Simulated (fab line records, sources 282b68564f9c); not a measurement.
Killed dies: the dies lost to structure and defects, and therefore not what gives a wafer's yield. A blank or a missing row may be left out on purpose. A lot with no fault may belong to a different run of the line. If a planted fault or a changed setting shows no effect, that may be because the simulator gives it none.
Split-lot study -- flow rit_cmos -- 23 wafers read across 5 lots, on a route 202 steps long

== SPLIT DETAILS ==
At RIT_SILICIDE_SPUTTER_01 (material Ti, target thk 30 nm, time 240 s), the setting power_w was moved away from the recipe's 350 W on 12 of the 23 wafers read, by -9.5% to +7.1%. This setting was run at the recipe's value on the other wafers.

== SPLIT TO READING: what lies between them in the file, 1 step ==
- RIT_SILICIDE_RS_MEAS_02: measures by four-point-probe

== THE READING ==
SILICIDE_TI_THK, in nm, at RIT_SILICIDE_THK_MEAS_03 (measures by xrf). On this fab line, fault-free wafers typically give 30.3 nm with a standard deviation of 0.38 nm.

wafer,"tool, chamber at the split","power_w as run, W",against the recipe,"SILICIDE_TI_THK, nm",against lot-mates on the recipe
L077.1,"pvd_sputter-02, -",370.8,+5.9%,31.4,+1.7
L077.2,"pvd_sputter-02, -",370.8,+5.9%,31.0,+1.3
L077.3,"pvd_sputter-02, -",350,recipe,29.6,-
L077.4,"pvd_sputter-02, -",370.8,+5.9%,31.7,+2.0
L077.6,"pvd_sputter-02, -",350,recipe,29.8,-
L079.1,"pvd_sputter-04, -",350,recipe,30.0,-
L079.2,"pvd_sputter-04, -",350,recipe,30.3,-
L079.4,"pvd_sputter-04, -",374.9,+7.1%,32.7,+2.6
L079.5,"pvd_sputter-04, -",374.9,+7.1%,32.3,+2.1
L079.6,"pvd_sputter-04, -",374.9,+7.1%,32.1,+2.0
L080.1,"pvd_sputter-01, -",350,recipe,30.6,-
L080.4,"pvd_sputter-01, -",350,recipe,30.3,-
L080.5,"pvd_sputter-01, -",350,recipe,30.9,-
L081.1,"pvd_sputter-04, -",316.8,-9.5%,27.9,-2.8
L081.2,"pvd_sputter-04, -",350,recipe,30.7,-
L081.4,"pvd_sputter-04, -",350,recipe,30.7,-
L081.5,"pvd_sputter-04, -",316.8,-9.5%,28.1,-2.6
L081.6,"pvd_sputter-04, -",316.8,-9.5%,27.9,-2.8
L085.1,"pvd_sputter-04, -",350,recipe,31.0,-
L085.2,"pvd_sputter-04, -",320.9,-8.3%,28.0,-2.9
L085.3,"pvd_sputter-04, -",320.9,-8.3%,28.1,-2.8
L085.5,"pvd_sputter-04, -",320.9,-8.3%,28.1,-2.8
L085.6,"pvd_sputter-04, -",350,recipe,30.9,-

FIT RESULTS
A straight line over all 23 wafers: SILICIDE_TI_THK changes by +0.253 nm for each +1% of power_w; r = +0.96; the points scatter about the line by 0.42 nm.
The same after taking each lot's own level away (the mean of its wafers on the recipe; 23 wafers): +0.308 nm for each +1%; r = +0.99; scatter 0.24 nm.
According to that fit, moving power_w by its largest amount changes the reading by 2.9 nm.
Measured against the standard deviation above, the lots' own levels, which go from 29.70 to 30.95 nm, span 3.3 times it.
So the slope is not independent of the lot-to-lot level: the two fits are not the same.
Check: with one of the wafers moved furthest among these (-9.5%) left out of the fit, the line predicts -2.98 nm for it against its lot-mates. It came out at -2.8 nm against them.

== THE OTHER SPLITS THESE WAFERS WENT THROUGH ==
Note: prior to the reading, these wafers also went through further splits. Each is held against what the fit with the lots' levels taken away leaves over:
other split on the same wafers,wafers away from the commonest value,r with SILICIDE_TI_THK (lot level and that fit taken away)
RIT_PSD_COAT_01 spin_rpm,7,+0.19

== THE WHOLE CHAIN: every reading that the file lists as answering this split, in the file's order ==
step,what it does,reading,change (the file's fit),r (the file's)
RIT_SILICIDE_SPUTTER_01,"material Ti, target thk 30 nm, time 240 s","Ti_of_SILICIDE_SPUTTER_01.thk_nm (the simulator's own value, which no gauge read)",+0.303 nm for each +1% of the setting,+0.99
RIT_SILICIDE_RS_MEAS_02,measures by four-point-probe,SILICIDE_TI_RS,-0.63 for each +1% of the setting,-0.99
RIT_SILICIDE_THK_MEAS_03,measures by xrf,SILICIDE_TI_THK,+0.305 for each +1% of the setting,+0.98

== FILE'S OWN FIT ==
SILICIDE_TI_THK changes by +0.305 nm for each +1% of power_w, r = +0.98.
